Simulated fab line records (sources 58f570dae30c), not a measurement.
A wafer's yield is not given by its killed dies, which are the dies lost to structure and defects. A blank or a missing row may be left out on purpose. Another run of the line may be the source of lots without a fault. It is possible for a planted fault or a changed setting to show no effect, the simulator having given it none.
The tool behind it: which one? + flow berkeley cmos170 + 7 lots, 21 wafers sampled, at 3 steps of a route of 331

## WHAT EACH GAUGE READ, for each wafer
UCB170_M2_RS_MEAS_02: uses a four-point probe to measure.
| lot  | measured     | on            | M2_AL_RS (ohm/sq)    |
|------|--------------|---------------|----------------------|
| L379 | day 8 07:57  | film metro-04 | 0.0323 0.0320 0.0317 |
| L381 | day 8 12:49  | film metro-01 | 0.0315 0.0315 0.0310 |
| L383 | day 8 21:25  | film metro-01 | 0.0316 0.0319 0.0315 |
| L389 | day 10 12:14 | film metro-01 | 0.0377 0.0378 0.0373 |
| L393 | day 10 16:46 | film metro-04 | 0.0313 0.0313 0.0318 |
| L397 | day 11 16:34 | film metro-01 | 0.0315 0.0318 0.0320 |
| L400 | day 12 12:21 | film metro-01 | 0.0322 0.0321 0.0322 |

## WHAT TOOL EACH LOT RAN ON (gives the tool, then ch and the chambers of the sampled wafers, and finally the start)
| lot  | UCB170_V1_CMP_02              | UCB170_M2_SPUTTER_01         |
|------|-------------------------------|------------------------------|
| L379 | cmp-02 ch 1,2,3, day 8 04:15  | pvd sputter-04, day 8 07:52  |
| L381 | cmp-01 ch 0,2,3, day 8 10:10  | pvd sputter-01, day 8 12:39  |
| L383 | cmp-02 ch 0,1, day 8 18:40    | pvd sputter-04, day 8 21:18  |
| L389 | cmp-01 ch 1,3, day 10 08:16   | pvd sputter-02, day 10 12:10 |
| L393 | cmp-01 ch 0,2,3, day 10 14:22 | pvd sputter-01, day 10 16:41 |
| L397 | cmp-01 ch 1,2, day 11 13:16   | pvd sputter-01, day 11 16:28 |
| L400 | cmp-01 ch 1,3, day 12 07:01   | pvd sputter-01, day 12 12:13 |
- UCB170_V1_CMP_02: polishes SiO2.
- UCB170_M2_SPUTTER_01: material Al, target thk 900 nm, time 120 s.

## THE ANSWER, worked out from the rows above alone
Rule: the lots themselves supply what counts as usual. Put in order of their means at a reading, lots are off if they are a third of the lots or fewer, leave a main group of 4 or more, and stand apart from it by a gap of 3 or more times the standard deviation of the main group's means; of several such gaps the widest counts. The tables above print the reading to a certain number of digits; a main group whose means all agree to those digits is not used. Also off: a lot with no number at a reading for which 4 or more lots have one. Any other lot the step has rows for is counted as sound.
Off: L389, seen at UCB170_M2_RS_MEAS_02 (M2_AL_RS). Mean 0.0317 ohm/sq and standard deviation 0.00029 in the main group.
If a tool, at a process step before that reading, ran all the lots that are off and no sound lot after the first of them, it fits. Gauges at UCB170_M2_RS_MEAS_02: tried the same way as those tools. One candidate fits, namely pvd sputter-02 at UCB170_M2_SPUTTER_01. It ran no sound lot before its first lot that is off in this sample, so the start can't be narrowed down.

## WHAT HAD BEEN PUT IN BY THE SIMULATOR
Site profile drift: pvd sputter-02, from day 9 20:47 on, at UCB170_M2_SPUTTER_01. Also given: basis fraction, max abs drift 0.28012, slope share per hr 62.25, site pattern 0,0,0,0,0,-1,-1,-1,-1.
Shown lots that were struck: L389. The rule above found the same.
